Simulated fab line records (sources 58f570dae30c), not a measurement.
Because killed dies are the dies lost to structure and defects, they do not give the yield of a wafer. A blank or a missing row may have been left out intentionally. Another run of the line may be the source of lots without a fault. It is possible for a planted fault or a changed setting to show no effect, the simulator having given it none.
fab line records	flow berkeleyCmos170
record: lots: 7	wafers: 17	lastDay: 12
route steps=331 shown M1@244 V1@254
lots that met no fault: taken from a fault-free run of the same line
startH: hours from the record's first day to the start of the lot's first wafer shown	waitH: hours from the lot's prior step to this one	" identical to the entry in the row above	L1.1+2: a single row standing in for several wafers	- no value present, or no start provided	* or withheld: withheld	< > ~ a bound
route shown NAME@n: names a module that has steps shown in the file, with the first one's number in the route	usual: the fault-free wafers' mean and standard deviation	same: alike in all rows	chamber/n: place in a boat	sites: readings site by site	_std_site: their standard deviation	_edge_site: outer sites' mean less inner sites'	radiusMm: for every site, how far away it sits from the centre of the wafer	mask NAME#n: copy n	behind: the tool/chamber that last shaped the wafer	hold: cause of the lot's hold/its duration in hours/its outcome	device: names the non-switching transistor (n, p or np)	end of line: tests run on the same wafers once the route is complete	a step without rows: its recipe alone	killed: at the first sort, the dies lost to defects and structure; wafer yield is something else	map: shows each die of a wafer: x if killed, . if not, _ if none is there
set.NAME: the run value of the setting; set.NAME@STEP: its run value at that earlier step	model.NAME: the simulator's own value behind a step, which no gauge read
certain route steps with their lots: each step a table, each wafer a row
services: from which hour (startH, from the record's first day; less than 0 if before it) a tool's chamber was out of use, for how many hours, and why
== steps ==
step: UCB170_M1_EXPOSE_06
recipe: maskId: METAL1	targetCdNm: 700	na: 0.5	sigmaOuter: 0.6	sourceShape: conventional	doseMj: 21
step: UCB170_M1_PEB_07
recipe: pebTempC: 130	pebTimeS: withheld	resist: KrF
step: UCB170_M1_DEVELOP_08
recipe: developer: TMAH	developTimeS: 45	resist: KrF	devTempC: 21
step: UCB170_M1_CD_MEAS_09
recipe: targetCdNm: 700
usual: cdNm: 700.2/1.4
lot.wafer	tool	chamber	startH	waitH	cdNm
L226.1	cdSem-01	-	149.06	-	701.6
L226.3	"	-	"	"	700.1
L226.5	"	-	"	"	699.6
L236.1	cdSem-01	-	204.94	-	700.0
L236.3	"	-	"	"	700.4
L236.4	"	-	"	"	697.8
L238.1	cdSem-01	-	213.04	-	700.1
L238.3	"	-	"	"	700.4
L238.5	"	-	"	"	698.5
L239.2	cdSem-01	-	223.53	-	699.7
L240.3	cdSem-01	-	224.57	-	698.9
L247.1	cdSem-02	-	252.25	-	697.1
L247.5	"	-	"	"	698.6
L247.6	"	-	"	"	700.1
L248.1	cdSem-02	-	264.45	-	700.9
L248.2	"	-	"	"	701.6
L248.3	"	-	"	"	701.9
step: UCB170_M1_OVL_MEAS_10
usual: M1_OVL: -2/4.8
lot.wafer	tool	chamber	startH	waitH	M1_OVL[nm]
L226.1	overlay-02	-	149.18	0.1	-4
L226.3	"	-	"	"	1
L226.5	"	-	"	"	-1
L236.1	overlay-02	-	205.06	0.1	-1
L236.3	"	-	"	"	5
L236.4	"	-	"	"	4
L238.1	overlay-01	-	213.16	0.1	-3
L238.3	"	-	"	"	-5
L238.5	"	-	"	"	0
L239.2	overlay-02	-	223.63	0.1	0
L240.3	overlay-01	-	224.67	0.1	-13
L247.1	overlay-01	-	252.40	0.1	-4
L247.5	"	-	"	"	-9
L247.6	"	-	"	"	0
L248.1	overlay-01	-	264.57	0.1	-8
L248.2	"	-	"	"	-6
L248.3	"	-	"	"	-6
step: UCB170_M1_ETCH_11
recipe: chemistry: N2/H2	targetDepthA: withheld	overetchA: withheld	target: BARC	timeS: withheld	sourceW: 500	biasW: 100	pressureMtorr: 30	n2FlowSccm: 100	h2FlowSccm: 200
usual: drypumpMotorCurrentA: 5.7/0.37	oesProductAu: 1.002/0.015	rfFwdPowerW: 495.1/2	throttleValvePct: 13.36/0.15
lot.wafer	tool	chamber	startH	waitH	drypumpMotorCurrentA	oesProductAu	rfFwdPowerW	throttleValvePct
L226.1	rieDiel-02	2	149.22	0.0	5.3	1.028	496.3	13.32
L226.3	"	1	"	"	5.1	0.986	491.1	13.33
L226.5	"	2	"	"	5.3	1.025	495.9	13.32
L236.1	rieDiel-02	2	205.10	0.0	5.3	1.034	495.8	13.31
L236.3	"	0	"	"	5.9	1.017	496.2	13.40
L236.4	"	3	"	"	5.7	0.994	498.6	13.49
L238.1	rieDiel-01	1	213.19	0.0	4.9	1.013	494.7	13.25
L238.3	"	3	"	"	5.9	0.976	496.4	13.30
L238.5	"	2	"	"	5.9	0.995	494.3	13.53
L239.2	rieDiel-01	2	223.66	0.0	5.9	0.999	499.3	13.52
L240.3	rieDiel-03	0	224.69	0.0	5.8	1.001	494.0	13.25
L247.1	rieDiel-01	1	252.44	0.0	4.9	1.004	494.5	13.25
L247.5	"	1	"	"	4.9	1.011	495.6	13.24
L247.6	"	0	"	"	5.9	0.998	491.6	13.47
L248.1	rieDiel-01	3	264.60	0.0	5.9	0.993	493.2	13.31
L248.2	"	1	"	"	4.9	1.033	496.5	13.24
L248.3	"	0	"	"	5.9	1.013	495.2	13.47
step: UCB170_M1_METAL_ETCH_12
recipe: chemistry: Cl2/BCl3	target: Al	stopOn: PSG	pressureMtorr: 12	targetDepthA: 7800	overEtchFrac: 0.3	timeS: 130	icpW: 600	biasW: 120	Cl2_flow_sccm: 90	bcl3FlowSccm: 45
usual: drypumpMotorCurrentA: 5.6/0.52	oesProductAu: 0.861/0.011	rfFwdPowerW: 596.8/1.9	throttleValvePct: 24.51/0.19
lot.wafer	tool	chamber	startH	waitH	drypumpMotorCurrentA	oesProductAu	rfFwdPowerW	rfHoursCounterH	throttleValvePct
L226.1	rieMetal-03	0	149.26	-	5.6	0.862	595.1	3.8	24.43
L226.3	"	1	"	"	6.2	0.882	600.5	-	24.23
L226.5	"	1	"	"	6.2	0.867	597.9	-	24.23
L236.1	rieMetal-02	0	205.14	-	5.0	0.850	596.9	10.5	24.59
L236.3	"	0	"	"	4.9	0.857	596.8	-	24.59
L236.4	"	1	"	"	6.1	0.848	600.3	-	24.44
L238.1	rieMetal-03	0	213.23	-	5.6	0.867	593.7	5.1	24.44
L238.3	"	0	"	"	5.6	0.874	597.4	-	24.44
L238.5	"	0	"	"	5.6	0.865	595.5	-	24.43
L239.2	rieMetal-01	0	223.70	-	6.0	0.853	596.2	3.9	24.52
L240.3	rieMetal-03	0	224.78	-	5.6	0.856	595.5	-	24.44
L247.1	rieMetal-01	0	252.48	-	6.0	0.861	595.2	4.6	24.51
L247.5	"	0	"	"	6.0	0.867	594.1	-	24.49
L247.6	"	1	"	"	4.9	0.856	596.5	-	24.83
L248.1	rieMetal-03	0	264.65	-	5.6	0.875	597.3	6.6	24.42
L248.2	"	1	"	"	6.2	0.868	601.0	9.7	24.25
L248.3	"	1	"	"	6.2	0.869	599.6	-	24.24
step: UCB170_M1_STRIP_13
recipe: chemistry: O2	powerW: 400	pressureMtorr: 3500	platenTempC: withheld	o2FlowSccm: 400	overashFraction: 0.5
usual: drypumpMotorCurrentA: 5.44/0.27	oesProductAu: 0.721/0.0049
lot.wafer	tool	chamber	startH	waitH	drypumpMotorCurrentA	oesProductAu	rfHoursCounterH
L226.1	plasmaAsher-03	0	149.39	0.1	5.38	0.724	45
L226.3	"	1	"	"	5.29	0.718	-
L226.5	"	0	"	"	5.38	0.717	-
L236.1	plasmaAsher-01	0	205.27	0.1	5.22	0.719	9
L236.3	"	0	"	"	5.25	0.731	-
L236.4	"	1	"	"	5.88	0.730	-
L238.1	plasmaAsher-01	0	213.37	0.1	5.23	0.717	10
L238.3	"	0	"	"	5.27	0.722	-
L238.5	"	0	"	"	5.26	0.711	-
L239.2	plasmaAsher-01	0	223.84	0.1	5.26	0.721	12
L240.3	plasmaAsher-03	1	224.90	0.1	5.26	0.729	-
L247.1	plasmaAsher-01	0	252.62	0.1	5.26	0.714	15
L247.5	"	0	"	"	5.25	0.727	-
L247.6	"	1	"	"	5.85	0.717	-
L248.1	plasmaAsher-02	0	264.78	0.1	5.04	0.716	60
L248.2	"	1	"	"	5.59	0.714	60
L248.3	"	0	"	"	5.07	0.715	-
step: UCB170_M1_CD_MEAS_90
recipe: targetCdNm: 700
usual: cdNm: 700.2/1.9
lot.wafer	tool	chamber	startH	waitH	cdNm
L226.1	cdSem-01	-	149.49	0.1	704.1
L226.3	"	-	"	"	702.8
L226.5	"	-	"	"	703.9
L236.1	cdSem-02	-	205.37	0.1	700.2
L236.3	"	-	"	"	696.9
L236.4	"	-	"	"	697.6
L238.1	cdSem-01	-	213.88	0.5	700.6
L238.3	"	-	"	"	700.7
L238.5	"	-	"	"	698.1
L239.2	cdSem-01	-	223.96	0.1	702.2
L240.3	cdSem-01	-	225.01	0.1	697.4
L247.1	cdSem-02	-	252.72	0.1	697.4
L247.5	"	-	"	"	700.0
L247.6	"	-	"	"	700.6
L248.1	cdSem-02	-	264.97	0.2	700.8
L248.2	"	-	"	"	699.9
L248.3	"	-	"	"	697.5
step: UCB170_M1_ANNEAL_14
recipe: tempC: 400	timeS: 1200	ambient: formingGas
step: UCB170_V1_CVD_00
recipe: material: SiO2	targetThkNm: 2000	tempC: 390	precursor: TEOS/O2	timeS: 250	rfW: 550	pressureMtorr: 9000
usual: heaterPowerW: 246/56	rfFwdPowerW: 548.6/1.6
lot.wafer	tool	chamber	startH	waitH	heaterPowerW	rfFwdPowerW
L226.1	pecvd-02	2	154.58	0.0	326	547.8
L226.3	"	0	"	"	308	546.0
L226.5	"	2	"	"	233	548.0
L236.1	pecvd-02	2	207.37	0.0	325	548.4
L236.3	"	1	"	"	295	549.1
L236.4	"	0	"	"	346	547.5
L238.1	pecvd-02	0	217.39	0.0	318	551.4
L238.3	"	2	"	"	267	546.7
L238.5	"	1	"	"	273	546.6
L239.2	pecvd-02	1	227.19	0.0	373	549.1
L240.3	pecvd-04	2	227.19	0.0	229	548.5
L247.1	pecvd-02	0	257.27	0.0	332	549.5
L247.5	"	1	"	"	366	549.7
L247.6	"	2	"	"	231	548.5
L248.1	pecvd-04	0	270.02	0.0	249	548.1
L248.2	"	2	"	"	167	550.0
L248.3	"	1	"	"	237	548.3
step: UCB170_V1_THK_MEAS_01
recipe: reads: SiO2_of_V1_CVD_00
usual: V1_TEOS_THK: 1996/25
lot.wafer	tool	chamber	startH	waitH	V1_TEOS_THK[nm]
L226.1	filmMetro-04	-	154.74	0.1	2000
L226.3	"	-	"	"	1985
L226.5	"	-	"	"	2020
L236.1	filmMetro-01	-	207.53	0.1	2009
L236.3	"	-	"	"	1993
L236.4	"	-	"	"	2009
L238.1	filmMetro-02	-	217.54	0.1	1982
L238.3	"	-	"	"	1983
L238.5	"	-	"	"	2015
L239.2	filmMetro-01	-	227.36	0.1	2005
L240.3	filmMetro-02	-	227.37	0.1	1979
L247.1	filmMetro-02	-	257.43	0.1	1975
L247.5	"	-	"	"	2021
L247.6	"	-	"	"	2015
L248.1	filmMetro-04	-	270.18	0.1	1987
L248.2	"	-	"	"	1964
L248.3	"	-	"	"	1947
step: UCB170_V1_CMP_02
recipe: material: SiO2	downForcePsi: 6	platenRpm: 60	padVelocityMS: 0.75398
usual: motorCurrentA: 15.8/2.1	retainingRingPressureFrac: 1.000/0.0053
lot.wafer	tool	chamber	startH	waitH	motorCurrentA	retainingRingPressureFrac	model.SiO2_of_V1_CVD_00.thkNm
L226.3	cmp-02	3	154.80	0.0	14.7	0.999	1002
L226.1	"	2	"	"	14.8	1.000	1002
L226.5	"	0	"	"	17.5	1.003	1002
L236.3	cmp-01	2	207.64	0.1	17.4	0.991	1000
L236.1	"	3	"	"	18.5	1.004	998.7
L236.4	"	0	"	"	16.4	1.004	999.8
L238.1	cmp-01	3	217.65	0.1	18.1	1.004	999.4
L238.3	"	1	"	"	13.4	0.996	999.1
L238.5	"	2	"	"	16.0	0.994	1355
L239.2	cmp-01	2	227.51	0.1	16.4	1.000	1352
L240.3	cmp-01	2	227.71	0.3	15.7	0.997	1342
L247.1	cmp-02	2	257.59	0.1	13.9	0.988	1001
L247.6	"	0	"	"	16.4	0.998	999.4
L247.5	"	1	"	"	12.9	1.005	998.1
L248.2	cmp-02	0	270.24	0.0	16.4	0.998	1000
L248.1	"	1	"	"	11.9	1.002	998.3
L248.3	"	2	"	"	15.0	0.995	999.7
step: UCB170_V1_BOW_MEAS_03
recipe: mode: bow
usual: V1_BOW: 19/6.8
lot.wafer	tool	chamber	startH	waitH	V1_BOW[um]
L226.1	filmMetro-02	-	155.10	0.1	20
L226.3	"	-	"	"	10
L226.5	"	-	"	"	12
L236.1	filmMetro-02	-	207.89	0.1	31
L236.3	"	-	"	"	8
L236.4	"	-	"	"	26
L238.1	filmMetro-01	-	217.90	0.2	22
L238.3	"	-	"	"	12
L238.5	"	-	"	"	20
L239.2	filmMetro-02	-	227.73	0.2	14
L240.3	filmMetro-04	-	228.05	0.3	22
L247.1	filmMetro-04	-	257.79	0.1	11
L247.5	"	-	"	"	22
L247.6	"	-	"	"	26
L248.1	filmMetro-02	-	270.54	0.2	11
L248.2	"	-	"	"	19
L248.3	"	-	"	"	22
step: UCB170_V1_THK_MEAS_04
recipe: reads: SiO2_of_V1_CVD_00
usual: V1_POLISHED_THK: 999.9/1.1
lot.wafer	tool	chamber	startH	waitH	V1_POLISHED_THK[nm]
L226.1	filmMetro-02	-	155.22	0.1	1001.6
L226.3	"	-	"	"	1001.8
L226.5	"	-	"	"	1001.5
L236.1	filmMetro-02	-	208.01	0.1	998.0
L236.3	"	-	"	"	999.5
L236.4	"	-	"	"	998.7
L238.1	filmMetro-01	-	218.02	0.1	999.1
L238.3	"	-	"	"	999.6
L238.5	"	-	"	"	1353.9
L239.2	filmMetro-02	-	227.84	0.1	1351.5
L240.3	filmMetro-04	-	228.15	0.1	1342.9
L247.1	filmMetro-04	-	257.91	0.1	1000.6
L247.5	"	-	"	"	998.6
L247.6	"	-	"	"	998.3
L248.1	filmMetro-02	-	270.66	0.1	998.8
L248.2	"	-	"	"	999.7
L248.3	"	-	"	"	999.4
step: UCB170_V1_CLEAN_05
recipe: chemistry: DIW
step: UCB170_V1_HMDS_06
recipe: primeTimeS: 60	primeTempC: 100
step: UCB170_V1_COAT_07
recipe: resist: KrF	spinRpm: 1500	resistThkNm: 900
step: UCB170_V1_SOFTBAKE_08
recipe: resist: KrF	tempC: 130	timeS: 60
step: UCB170_V1_EXPOSE_09
recipe: maskId: VIA1	targetCdNm: 700	na: 0.5	sigmaOuter: 0.6	sourceShape: conventional	doseMj: 37
step: UCB170_V1_PEB_10
recipe: pebTempC: 130	pebTimeS: withheld	resist: KrF
step: UCB170_V1_DEVELOP_11
recipe: developer: TMAH	developTimeS: 45	resist: KrF	devTempC: 21
step: UCB170_V1_CD_MEAS_12
recipe: targetCdNm: 700
usual: cdNm: 699.5/1.6
lot.wafer	tool	chamber	startH	waitH	cdNm
L226.1	cdSem-01	-	156.71	-	700.8
L226.3	"	-	"	"	702.3
L226.5	"	-	"	"	700.3
L236.1	cdSem-01	-	210.07	-	696.9
L236.3	"	-	"	"	696.2
L236.4	"	-	"	"	696.6
L238.1	cdSem-01	-	220.65	-	699.3
L238.3	"	-	"	"	698.6
L238.5	"	-	"	"	700.4
L239.2	cdSem-02	-	228.92	-	698.4
L240.3	cdSem-01	-	229.24	-	699.4
L247.1	cdSem-02	-	259.21	-	697.4
L247.5	"	-	"	"	698.7
L247.6	"	-	"	"	697.9
L248.1	cdSem-01	-	272.26	-	700.6
L248.2	"	-	"	"	701.5
L248.3	"	-	"	"	699.9
step: UCB170_V1_OVL_MEAS_13
usual: V1_OVL: -2/4
lot.wafer	tool	chamber	startH	waitH	V1_OVL[nm]
L226.1	overlay-01	-	156.83	0.1	-4
L226.3	"	-	"	"	-7
L226.5	"	-	"	"	0
L236.1	overlay-01	-	210.19	0.1	2
L236.3	"	-	"	"	-3
L236.4	"	-	"	"	-10
L238.1	overlay-01	-	220.77	0.1	-3
L238.3	"	-	"	"	-1
L238.5	"	-	"	"	6
L239.2	overlay-01	-	229.03	0.1	-5
L240.3	overlay-02	-	229.34	0.1	-8
L247.1	overlay-01	-	259.33	0.1	-4
L247.5	"	-	"	"	-5
L247.6	"	-	"	"	-1
L248.1	overlay-01	-	272.38	0.1	5
L248.2	"	-	"	"	-4
L248.3	"	-	"	"	2
step: UCB170_V1_ETCH_14
recipe: chemistry: CHF3/CF4/Ar	target: SiO2	stopOn: Al	CHF3_flow_sccm: 45	cf4FlowSccm: 15	Ar_flow_sccm: 150	pressureMtorr: 200	rfW: 700	targetDepthA: 12500	overEtchFrac: 0.25	timeS: 291
usual: drypumpMotorCurrentA: 5.8/0.35	oesProductAu: 0.875/0.011	rfFwdPowerW: 698.1/2.1	throttleValvePct: 6.96/0.14
lot.wafer	tool	chamber	startH	waitH	drypumpMotorCurrentA	oesProductAu	rfFwdPowerW	rfHoursCounterH	throttleValvePct	model.etch.depthNm	model.V1.featureDepthNm
L226.1	rieDiel-01	1	156.87	0.0	4.9	0.878	698.9	121	6.99	1002	1002
L226.3	"	2	"	"	5.8	0.869	699.5	4	7.14	1002	1002
L226.5	"	3	"	"	6.0	0.879	695.9	-	6.93	1002	1002
L236.1	rieDiel-01	2	210.22	0.0	5.9	0.861	698.2	6	7.12	998.7	999.1
L236.3	"	3	"	"	5.9	0.882	699.5	97	6.92	1000	1000
L236.4	"	1	"	"	4.9	0.883	698.0	123	6.95	999.8	999.8
L238.1	rieDiel-04	0	220.81	0.0	6.1	0.874	701.4	1	6.76	999.4	999.4
L238.3	"	3	"	"	6.0	0.886	696.3	141	6.92	999.1	999.3
L238.5	"	1	"	"	5.2	0.989	697.7	-	6.73	1238	1238
L239.2	rieDiel-04	0	229.06	0.0	6.1	0.989	696.8	1	6.74	1225	1225
L240.3	rieDiel-01	2	229.36	0.0	5.8	0.990	701.9	7	7.13	1260	1260
L247.1	rieDiel-03	2	259.37	0.0	5.9	0.880	697.3	14	6.84	1001	1001
L247.5	"	2	"	"	5.9	0.881	695.9	-	6.86	998.1	998.3
L247.6	"	1	"	"	6.2	0.901	696.8	-	6.92	999.4	999.6
L248.1	rieDiel-03	2	272.41	0.0	5.9	0.872	698.7	15	6.85	998.3	998.6
L248.2	"	0	"	"	5.7	0.868	701.0	23	6.80	1000	1001
L248.3	"	1	"	"	6.2	0.902	700.0	4	6.95	999.7	999.9
step: UCB170_V1_STRIP_15
recipe: chemistry: O2	powerW: 400	pressureMtorr: 3500	platenTempC: withheld	o2FlowSccm: 400	overashFraction: 0.5
usual: drypumpMotorCurrentA: 5.4/0.31	oesProductAu: 0.721/0.0047	stripTimeToEndpointS: 15.36/0.12
lot.wafer	tool	chamber	startH	waitH	drypumpMotorCurrentA	oesProductAu	rfHoursCounterH	stripTimeToEndpointS
L226.1	plasmaAsher-03	1	157.05	0.1	5.3	0.717	45	15.24
L226.3	"	0	"	"	5.4	0.715	-	15.03
L226.5	"	1	"	"	5.3	0.716	-	15.36
L236.1	plasmaAsher-03	0	210.40	0.1	5.4	0.723	50	15.16
L236.3	"	0	"	"	5.4	0.723	-	15.49
L236.4	"	1	"	"	5.3	0.720	-	15.41
L238.1	plasmaAsher-03	0	220.99	0.1	5.4	0.724	51	15.51
L238.3	"	1	"	"	5.2	0.722	-	15.12
L238.5	"	0	"	"	5.4	0.720	-	15.37
L239.2	plasmaAsher-04	1	229.24	0.1	5.5	0.726	48	15.52
L240.3	plasmaAsher-03	1	229.57	0.1	5.2	0.722	-	15.31
L247.1	plasmaAsher-04	1	259.55	0.1	5.5	0.716	51	15.52
L247.5	"	0	"	"	4.7	0.719	-	15.48
L247.6	"	1	"	"	5.5	0.718	-	15.39
L248.1	plasmaAsher-03	0	272.59	0.1	5.4	0.717	57	15.40
L248.2	"	1	"	"	5.2	0.719	57	15.36
L248.3	"	0	"	"	5.4	0.716	-	15.43
== services ==
tool	chamber	startH	hours	kind
rieDiel-04	2	126.21	6.0	repair
rieMetal-01	1	126.31	9.5	repair
rieMetal-01	0	129.62	8.3	repair
pecvd-02	-	135.40	0.5	repair
pecvd-02	-	135.93	14.0	pm
rieDiel-04	-	140.20	0.2	repair
pecvd-02	-	140.71	1.1	repair
cmp-01	-	154.05	7.5	pm
rieDiel-04	0	155.21	22.6	repair
rieDiel-03	3	163.79	2.7	repair
plasmaAsher-01	-	169.14	2.3	repair
rieDiel-02	0	176.48	5.4	repair
rieDiel-02	3	177.74	2.9	repair
rieDiel-04	2	193.88	7.4	repair
plasmaAsher-03	-	199.18	10.5	repair
cmp-01	-	202.09	1.6	repair
cmp-02	-	214.09	26.1	pm
rieMetal-01	-	217.32	1.4	pm
cmp-02	-	240.19	4.0	pm
cmp-02	-	244.72	1.0	repair
plasmaAsher-03	-	244.97	2.8	pm
cmp-02	-	248.82	2.2	repair
rieDiel-02	2	253.33	8.4	repair
plasmaAsher-03	-	262.28	1.5	repair
== key ==
firstSign: step: UCB170_V1_THK_MEAS_04	reading: V1_POLISHED_THK	direction: up	sigmas: 99+	usual: 999.9	struck: 1349.4
effect: step: UCB170_V1_ETCH_14	reading: oesProductAu	direction: up	sigmas: 11	usual: 0.875	struck: 0.989
modelEffect: step: UCB170_V1_CMP_02	value: SiO2_of_V1_CVD_00.thkNm	without: 999.7	struck: 1350
modelEffect: step: UCB170_V1_ETCH_14	value: etch.depthNm	without: 999.7	struck: 1241
metAt UCB170_V1_CMP_02
struckWafers L238.5,L239.2,L240.3
rowsEnd L239.2,L240.3
laterRowsLeftOut L238.5
sortLeftOut L238.5
onsetBetween 207.64 217.65
earlierFault: kind: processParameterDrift	tool: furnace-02	chamber: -	onsetH: 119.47	steps: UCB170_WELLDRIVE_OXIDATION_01	channel: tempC	offset: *	shape: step	endH: 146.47	actsIn: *	stated: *
fault: kind: processParameterDrift	tool: cmp-01	chamber: 2	onsetH: 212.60	steps: UCB170_V1_CMP_02	channel: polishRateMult	offset: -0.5	shape: step
sortLeftOut: the simulated sort isn't trusted on such a fault, so these wafers' sort isn't shown, and their yield isn't known
laterRowsLeftOut: the simulator's readings of these wafers behind a module that went badly wrong aren't trusted and aren't shown, but for the sort
rowsEnd: these wafers met a further fault down the route, and their rows from its step on are left out
